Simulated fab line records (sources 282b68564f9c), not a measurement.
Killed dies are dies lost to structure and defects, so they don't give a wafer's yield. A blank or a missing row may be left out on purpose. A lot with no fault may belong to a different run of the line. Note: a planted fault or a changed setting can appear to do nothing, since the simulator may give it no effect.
Problem report in the 8D (eight disciplines) form, filled by code | flow ritCmos | the parts of the form that need people (team, actions taken, sign-off) are left out

## 1. WHAT IS WRONG
Wafers free of any fault read 3126 (standard deviation 29) for NSD_TW at RIT_NSD_TW_MEAS_10, against a mean of 2720 on 6 wafers of 2 lots. That is -14 standard deviations from the usual mean.
First seen on wafer L783.2, day 7 01:49, on filmMetro-04. The record holds 42 wafers of 14 lots with a number at this step. Rule for "out", or "out of limits": more than 4 standard deviations from the usual mean. The other wafers with a number count as sound.

## 2. WHAT THIS IS AND IS NOT
question                    | is                         | is not
which readings at this step | NSD_TW                     | -
which lots                  | L782, L783                 | L766, L767, L768, L769, L770, L771, L772, L773, L774, L785, L787, L789
which wafers of those lots  | all that have a number     | -
read on which gauges        | filmMetro-03, filmMetro-04 | filmMetro-01
when                        | from day 7 01:49           | up to then (27 sound wafers); but 9 sound wafers of L785, L787, L789 came after

## 3. THE SUSPECTS, EACH WITH WHAT RULES IT OUT
Counting: a tool at any process step up to the reading remains a suspect when it ran all the lots that are out and ran no sound lot after the first of those.
- the gauge at RIT_NSD_TW_MEAS_10 is ruled out. Those wafers that are out were read across 2 gauges (filmMetro-03, filmMetro-04).
- implanter-02 at RIT_NSD_IMPLANT_08: kept. It ran every lot that is out, first L783 (day 7 01:30), and no sound lot after that; its last sound lot up to then is L771 (day 4 05:34). Its own doseIonsCm2, faradayCurrentUA readings are out on those wafers.
After counting, what remains is implanter-02 at RIT_NSD_IMPLANT_08.

## 4. THE CAUSE (what the simulator had put in)
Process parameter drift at RIT_NSD_IMPLANT_08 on implanter-02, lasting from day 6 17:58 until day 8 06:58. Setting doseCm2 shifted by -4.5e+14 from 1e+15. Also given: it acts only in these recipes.
This tool alone remained once counting was done.

## 5. THE CHAIN OF EFFECTS, in route order
Each row: a reading where the mean over the struck wafers with a number is more than 3 standard deviations away from the usual. Scope: only readings with a usual standard deviation given in the record; hours: median across lots of the time from each lot's start at the first step in this table that gives one to its start at this step; sigmas: change in usual standard deviations.
hours | step                    | reading          | usual        | on struck wafers | change      | sigmas
0     | RIT_NSD_IMPLANT_08      | doseIonsCm2      | 1.0001e+15   | 5.5008e+14       | -4.5002e+14 | -99 or more
0     | RIT_NSD_IMPLANT_08      | faradayCurrentUA | 3133         | 1738             | -1396       | -22
0     | RIT_NSD_TW_MEAS_10      | NSD_TW           | 3126         | 2720             | -406        | -14
2     | RIT_SDANNEAL_RS_MEAS_05 | NSD_RS           | 84.61 ohm/sq | 137.58           | +52.97      | +99 or more
Here are the process steps it includes:
- RIT_NSD_IMPLANT_08

## 6. HOW IT WOULD HAVE BEEN CAUGHT EARLIER
Counted from the fault's start at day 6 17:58, it took 8 hours until the first out-of-limits reading at a measuring or inspecting step in this record, taken at day 7 01:49.
Tool's own readings at RIT_NSD_IMPLANT_08, doseIonsCm2, faradayCurrentUA: out on all struck wafers the step has rows for; an alarm limit on them would have tripped on the first.
Of the lots that are out (2), L782 began RIT_NSD_IMPLANT_08 on implanter-02 after day 7 01:49. It would have been spared by a hold on the tool at that moment.
